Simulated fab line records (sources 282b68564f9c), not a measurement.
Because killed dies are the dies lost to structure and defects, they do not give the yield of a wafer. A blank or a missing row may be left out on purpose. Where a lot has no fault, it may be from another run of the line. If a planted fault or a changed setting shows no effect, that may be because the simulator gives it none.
Which tool was responsible? || flow rit_cmos || Sampling: 14 lots, 42 wafers, 2 of 202 route steps

## WHAT EACH GAUGE READ, for each wafer
Not one reading of a measure or inspect step in the record can be checked against a usual standard deviation.

## TOOL THAT RAN EACH LOT (tool first, then ch and the chambers of the sampled wafers, then the start)
{"lot": "L131", "RIT_M1_SOFTBAKE_05": "litho_track-04 ch 0, day 3 09:54", "RIT_M1_PROBE_99": "prober-02, day 3 13:26"}
{"lot": "L132", "RIT_M1_SOFTBAKE_05": "litho_track-02 ch 0, day 3 17:11", "RIT_M1_PROBE_99": "prober-01, day 3 20:32"}
{"lot": "L133", "RIT_M1_SOFTBAKE_05": "litho_track-02 ch 0, day 3 21:21", "RIT_M1_PROBE_99": "prober-02, day 4 00:58"}
{"lot": "L134", "RIT_M1_SOFTBAKE_05": "litho_track-04 ch 0, day 4 03:40", "RIT_M1_PROBE_99": "prober-01, day 4 06:58"}
{"lot": "L135", "RIT_M1_SOFTBAKE_05": "litho_track-04 ch 0, day 4 07:13", "RIT_M1_PROBE_99": "prober-01, day 4 10:28"}
{"lot": "L136", "RIT_M1_SOFTBAKE_05": "litho_track-02 ch 0, day 4 10:46", "RIT_M1_PROBE_99": "prober-02, day 4 14:00"}
{"lot": "L137", "RIT_M1_SOFTBAKE_05": "litho_track-01 ch 0, day 4 17:07", "RIT_M1_PROBE_99": "prober-01, day 4 20:29"}
{"lot": "L142", "RIT_M1_SOFTBAKE_05": "litho_track-02 ch 0, day 5 17:35", "RIT_M1_PROBE_99": "prober-02, day 5 20:50"}
{"lot": "L143", "RIT_M1_SOFTBAKE_05": "litho_track-02 ch 0, day 5 22:07", "RIT_M1_PROBE_99": "prober-01, day 6 01:31"}
{"lot": "L145", "RIT_M1_SOFTBAKE_05": "litho_track-01 ch 0, day 6 08:09", "RIT_M1_PROBE_99": "prober-01, day 6 12:37"}
{"lot": "L147", "RIT_M1_SOFTBAKE_05": "litho_track-01 ch 0, day 6 19:01", "RIT_M1_PROBE_99": "prober-01, day 6 22:17"}
{"lot": "L148", "RIT_M1_SOFTBAKE_05": "litho_track-01 ch 0, day 7 00:06", "RIT_M1_PROBE_99": "prober-02, day 7 03:55"}
{"lot": "L152", "RIT_M1_SOFTBAKE_05": "litho_track-04 ch 0, day 7 21:41", "RIT_M1_PROBE_99": "prober-02, day 8 00:59"}
{"lot": "L153", "RIT_M1_SOFTBAKE_05": "litho_track-04 ch 0, day 8 06:08", "RIT_M1_PROBE_99": "prober-01, day 8 09:47"}
- RIT_M1_SOFTBAKE_05: time 60 s.
- RIT_M1_PROBE_99

## WHAT THE TOOLS THEMSELVES READ (means of the sampled wafers that have a number; where no wafer has one, the mark that the record gives instead)
RIT_M1_SOFTBAKE_05. Usual: heater_power_total_W 34.56 W, standard deviation 0.047; plate_temp_C 90.00 C, standard deviation 0.12.
{"lot": "L131", "tool": "litho_track-04", "heater_power_total_W (W)": 34.52, "plate_temp_C (C)": 89.98, "flag": ""}
{"lot": "L132", "tool": "litho_track-02", "heater_power_total_W (W)": 34.55, "plate_temp_C (C)": 89.97, "flag": ""}
{"lot": "L133", "tool": "litho_track-02", "heater_power_total_W (W)": 34.59, "plate_temp_C (C)": 89.91, "flag": ""}
{"lot": "L134", "tool": "litho_track-04", "heater_power_total_W (W)": 34.58, "plate_temp_C (C)": 90.23, "flag": ""}
{"lot": "L135", "tool": "litho_track-04", "heater_power_total_W (W)": 34.62, "plate_temp_C (C)": 89.95, "flag": ""}
{"lot": "L136", "tool": "litho_track-02", "heater_power_total_W (W)": 34.55, "plate_temp_C (C)": 90.07, "flag": ""}
{"lot": "L137", "tool": "litho_track-01", "heater_power_total_W (W)": 34.56, "plate_temp_C (C)": 90.06, "flag": ""}
{"lot": "L142", "tool": "litho_track-02", "heater_power_total_W (W)": 36.08, "plate_temp_C (C)": 92.80, "flag": "OFF"}
{"lot": "L143", "tool": "litho_track-02", "heater_power_total_W (W)": 36.00, "plate_temp_C (C)": 92.83, "flag": "OFF"}
{"lot": "L145", "tool": "litho_track-01", "heater_power_total_W (W)": 34.55, "plate_temp_C (C)": 89.86, "flag": ""}
{"lot": "L147", "tool": "litho_track-01", "heater_power_total_W (W)": 34.51, "plate_temp_C (C)": 89.97, "flag": ""}
{"lot": "L148", "tool": "litho_track-01", "heater_power_total_W (W)": 34.56, "plate_temp_C (C)": 90.10, "flag": ""}
{"lot": "L152", "tool": "litho_track-04", "heater_power_total_W (W)": 34.55, "plate_temp_C (C)": 89.85, "flag": ""}
{"lot": "L153", "tool": "litho_track-04", "heater_power_total_W (W)": 34.55, "plate_temp_C (C)": 90.06, "flag": ""}

RIT_M1_PROBE_99. Usual: defect_limited_yield 97.5 %, standard deviation 1.2; killed_at_contacts 0.1, standard deviation 0.24; killed_at_front_end 7, standard deviation 3; killed_dies 7, standard deviation 3; killed_open 3.2, standard deviation 1.8; killed_short 3.5, standard deviation 2.1; sort_bin_3_pad_short 0.1 %, standard deviation 0.2; sort_bin_5_function 1.5 %, standard deviation 0.92; sort_bin_6_memory 0.9 %, standard deviation 0.6; sort_n_pass 257, standard deviation 3; sort_yield_pct 97.5 %, standard deviation 1.2.
{"lot": "L131", "tool": "prober-02", "defect_limited_yield (%)": 97.2, "killed_at_contacts": 0.0, "killed_at_front_end": 7, "killed_dies": 7, "killed_open": 3.0, "killed_short": 4.3, "sort_bin_3_pad_short (%)": 0.3, "sort_bin_5_function (%)": 1.0, "sort_bin_6_memory (%)": 1.5, "sort_n_pass": 257, "sort_yield_pct (%)": 97.2, "flag": ""}
{"lot": "L132", "tool": "prober-01", "defect_limited_yield (%)": 98.7, "killed_at_contacts": 0.0, "killed_at_front_end": 3, "killed_dies": 3, "killed_open": 1.3, "killed_short": 2.0, "sort_bin_3_pad_short (%)": 0.1, "sort_bin_5_function (%)": 0.8, "sort_bin_6_memory (%)": 0.4, "sort_n_pass": 261, "sort_yield_pct (%)": 98.7, "flag": ""}
{"lot": "L133", "tool": "prober-02", "defect_limited_yield (%)": 97.2, "killed_at_contacts": 0.3, "killed_at_front_end": 7, "killed_dies": 7, "killed_open": 3.7, "killed_short": 3.7, "sort_bin_3_pad_short (%)": 0.3, "sort_bin_5_function (%)": 1.6, "sort_bin_6_memory (%)": 0.9, "sort_n_pass": 257, "sort_yield_pct (%)": 97.2, "flag": ""}
{"lot": "L134", "tool": "prober-01", "defect_limited_yield (%)": 97.2, "killed_at_contacts": 0.0, "killed_at_front_end": 7, "killed_dies": 7, "killed_open": 5.0, "killed_short": 2.3, "sort_bin_3_pad_short (%)": 0.1, "sort_bin_5_function (%)": 2.0, "sort_bin_6_memory (%)": 0.6, "sort_n_pass": 257, "sort_yield_pct (%)": 97.2, "flag": ""}
{"lot": "L135", "tool": "prober-01", "defect_limited_yield (%)": 97.8, "killed_at_contacts": 0.0, "killed_at_front_end": 6, "killed_dies": 6, "killed_open": 2.3, "killed_short": 3.3, "sort_bin_3_pad_short (%)": 0.0, "sort_bin_5_function (%)": 0.9, "sort_bin_6_memory (%)": 1.3, "sort_n_pass": 258, "sort_yield_pct (%)": 97.8, "flag": ""}
{"lot": "L136", "tool": "prober-02", "defect_limited_yield (%)": 97.2, "killed_at_contacts": 0.0, "killed_at_front_end": 7, "killed_dies": 7, "killed_open": 3.7, "killed_short": 3.7, "sort_bin_3_pad_short (%)": 0.3, "sort_bin_5_function (%)": 1.3, "sort_bin_6_memory (%)": 1.3, "sort_n_pass": 257, "sort_yield_pct (%)": 97.2, "flag": ""}
{"lot": "L137", "tool": "prober-01", "defect_limited_yield (%)": 94.1, "killed_at_contacts": 0.0, "killed_at_front_end": 16, "killed_dies": 16, "killed_open": 5.3, "killed_short": 10.3, "sort_bin_3_pad_short (%)": 0.3, "sort_bin_5_function (%)": 4.1, "sort_bin_6_memory (%)": 1.7, "sort_n_pass": 248, "sort_yield_pct (%)": 94.1, "flag": "OFF"}
{"lot": "L142", "tool": "prober-02", "defect_limited_yield (%)": 95.4, "killed_at_contacts": 0.3, "killed_at_front_end": 12, "killed_dies": 12, "killed_open": 5.7, "killed_short": 6.7, "sort_bin_3_pad_short (%)": 0.3, "sort_bin_5_function (%)": 3.5, "sort_bin_6_memory (%)": 0.9, "sort_n_pass": 252, "sort_yield_pct (%)": 95.4, "flag": ""}
{"lot": "L143", "tool": "prober-01", "defect_limited_yield (%)": 97.7, "killed_at_contacts": 0.0, "killed_at_front_end": 6, "killed_dies": 6, "killed_open": 3.0, "killed_short": 3.0, "sort_bin_3_pad_short (%)": 0.3, "sort_bin_5_function (%)": 1.4, "sort_bin_6_memory (%)": 0.7, "sort_n_pass": 258, "sort_yield_pct (%)": 97.7, "flag": ""}
{"lot": "L145", "tool": "prober-01", "defect_limited_yield (%)": 97.3, "killed_at_contacts": 0.0, "killed_at_front_end": 7, "killed_dies": 7, "killed_open": 2.7, "killed_short": 4.3, "sort_bin_3_pad_short (%)": 0.3, "sort_bin_5_function (%)": 1.4, "sort_bin_6_memory (%)": 1.0, "sort_n_pass": 257, "sort_yield_pct (%)": 97.3, "flag": ""}
{"lot": "L147", "tool": "prober-01", "defect_limited_yield (%)": 95.7, "killed_at_contacts": 0.0, "killed_at_front_end": 11, "killed_dies": 11, "killed_open": 5.3, "killed_short": 6.0, "sort_bin_3_pad_short (%)": 0.0, "sort_bin_5_function (%)": 3.4, "sort_bin_6_memory (%)": 0.9, "sort_n_pass": 253, "sort_yield_pct (%)": 95.7, "flag": ""}
{"lot": "L148", "tool": "prober-02", "defect_limited_yield (%)": 97.0, "killed_at_contacts": 0.0, "killed_at_front_end": 8, "killed_dies": 8, "killed_open": 3.7, "killed_short": 4.3, "sort_bin_3_pad_short (%)": 0.1, "sort_bin_5_function (%)": 1.3, "sort_bin_6_memory (%)": 1.6, "sort_n_pass": 256, "sort_yield_pct (%)": 97.0, "flag": ""}
{"lot": "L152", "tool": "prober-02", "defect_limited_yield (%)": 97.3, "killed_at_contacts": 0.0, "killed_at_front_end": 7, "killed_dies": 7, "killed_open": 4.0, "killed_short": 3.0, "sort_bin_3_pad_short (%)": 0.0, "sort_bin_5_function (%)": 1.8, "sort_bin_6_memory (%)": 0.9, "sort_n_pass": 257, "sort_yield_pct (%)": 97.3, "flag": ""}
{"lot": "L153", "tool": "prober-01", "defect_limited_yield (%)": 98.3, "killed_at_contacts": 0.0, "killed_at_front_end": 5, "killed_dies": 5, "killed_open": 2.7, "killed_short": 2.0, "sort_bin_3_pad_short (%)": 0.1, "sort_bin_5_function (%)": 1.3, "sort_bin_6_memory (%)": 0.4, "sort_n_pass": 259, "sort_yield_pct (%)": 98.3, "flag": ""}

## THE ANSWER, worked out from the rows above alone
Rule: take the mean of a lot's wafers that have a number; if it is more than 3 standard deviations from the usual mean, the lot is off. Also off: a lot with no number at a reading for which 4 or more lots have one. All remaining lots with rows at the step are treated as sound. First the gauges in route order, then the tools' own readings, where a lot's mean is used as printed above. At the first step where some lot is off, the reading lying furthest off is the one used; lots without a number count as furthest.
Off: L142, L143 (RIT_M1_SOFTBAKE_05, heater_power_total_W).
If a tool, at that step or one of the process steps before it, ran each lot that is off and ran no sound lot following the first of them, it fits. One candidate fits, namely litho_track-02 at RIT_M1_SOFTBAKE_05. A fault onset in the window from L136 (day 4 10:46, its last sound lot) to L142 (day 5 17:35, its first lot off) fits.
The tool's own readings at RIT_M1_SOFTBAKE_05 bear it out: on the lots that are off they differ by more than 5 times the standard deviation of the sound lots' means. heater_power_total_W reads 36.04 W there against 34.56 W on the sound lots; plate_temp_C reads 92.81 C there against 90.00 C on the sound lots.

## WHAT HAD BEEN PUT IN BY THE SIMULATOR
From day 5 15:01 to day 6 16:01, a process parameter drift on litho_track-02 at RIT_M1_SOFTBAKE_05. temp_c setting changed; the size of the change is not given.
Lots struck among those shown: L142, L143. This agrees with what the rule above found.
